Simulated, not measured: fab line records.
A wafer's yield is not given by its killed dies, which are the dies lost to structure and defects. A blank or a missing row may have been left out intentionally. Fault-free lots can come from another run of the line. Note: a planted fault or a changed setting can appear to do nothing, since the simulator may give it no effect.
Which tool is to blame? :: flow berkeley_cmos170 :: 24 wafers from 8 lots sampled at 2 of the route's 331 steps

WHAT EACH GAUGE READ, for each wafer
UCB170_ACTIVE_OVL_MEAS_14.
lot: L443
measured: day 4 01:42
on: overlay-01
ACTIVE_OVL (nm): -5 1 0

lot: L446
measured: day 5 04:58
on: overlay-02
ACTIVE_OVL (nm): -3 -3 -3

lot: L451
measured: day 6 08:13
on: overlay-02
ACTIVE_OVL (nm): 0 -5 -4

lot: L453
measured: day 6 13:16
on: overlay-02
ACTIVE_OVL (nm): -10 -8 -9

lot: L454
measured: day 6 19:14
on: overlay-01
ACTIVE_OVL (nm): -1 1 7

lot: L457
measured: day 7 16:37
on: overlay-02
ACTIVE_OVL (nm): -3 -7 -4

lot: L461
measured: day 8 02:10
on: overlay-02
ACTIVE_OVL (nm): 4 -1 7

lot: L463
measured: day 8 17:38
on: overlay-02
ACTIVE_OVL (nm): -3 8 9

WHICH TOOL RAN EACH LOT (tool, then ch and the chambers of the sampled wafers, then the start)
lot: L443
UCB170_NWELL_EXPOSE_09: krf_scanner-01 ch 0, day 2 03:50

lot: L446
UCB170_NWELL_EXPOSE_09: krf_scanner-01 ch 0, day 3 06:27

lot: L451
UCB170_NWELL_EXPOSE_09: krf_scanner-01 ch 0, day 4 06:37

lot: L453
UCB170_NWELL_EXPOSE_09: krf_scanner-02 ch 0, day 4 12:28

lot: L454
UCB170_NWELL_EXPOSE_09: krf_scanner-01 ch 0, day 4 20:11

lot: L457
UCB170_NWELL_EXPOSE_09: krf_scanner-01 ch 0, day 5 11:50

lot: L461
UCB170_NWELL_EXPOSE_09: krf_scanner-01 ch 0, day 6 08:49

lot: L463
UCB170_NWELL_EXPOSE_09: krf_scanner-01 ch 0, day 6 19:57
- UCB170_NWELL_EXPOSE_09: exposes mask NWELL, target cd 3000 nm.

THE ANSWER, worked out from the rows above alone
Rule: what is usual is taken from the lots themselves. Put in order of their means at a reading, lots are off if they are a third of the lots or fewer, leave a main group of 4 or more, and stand apart from it by a gap of 3 or more times the standard deviation of the main group's means; of several such gaps the widest counts. If all means in a main group match to the digits the tables above print for the reading, that group is not used. Also off: a lot with no number at a reading for which 4 or more lots have one. All remaining lots with rows at the step are treated as sound.
No lot is off on any of the readings shown, so nothing can be concluded from this.

WHAT WAS PUT IN BY THE SIMULATOR
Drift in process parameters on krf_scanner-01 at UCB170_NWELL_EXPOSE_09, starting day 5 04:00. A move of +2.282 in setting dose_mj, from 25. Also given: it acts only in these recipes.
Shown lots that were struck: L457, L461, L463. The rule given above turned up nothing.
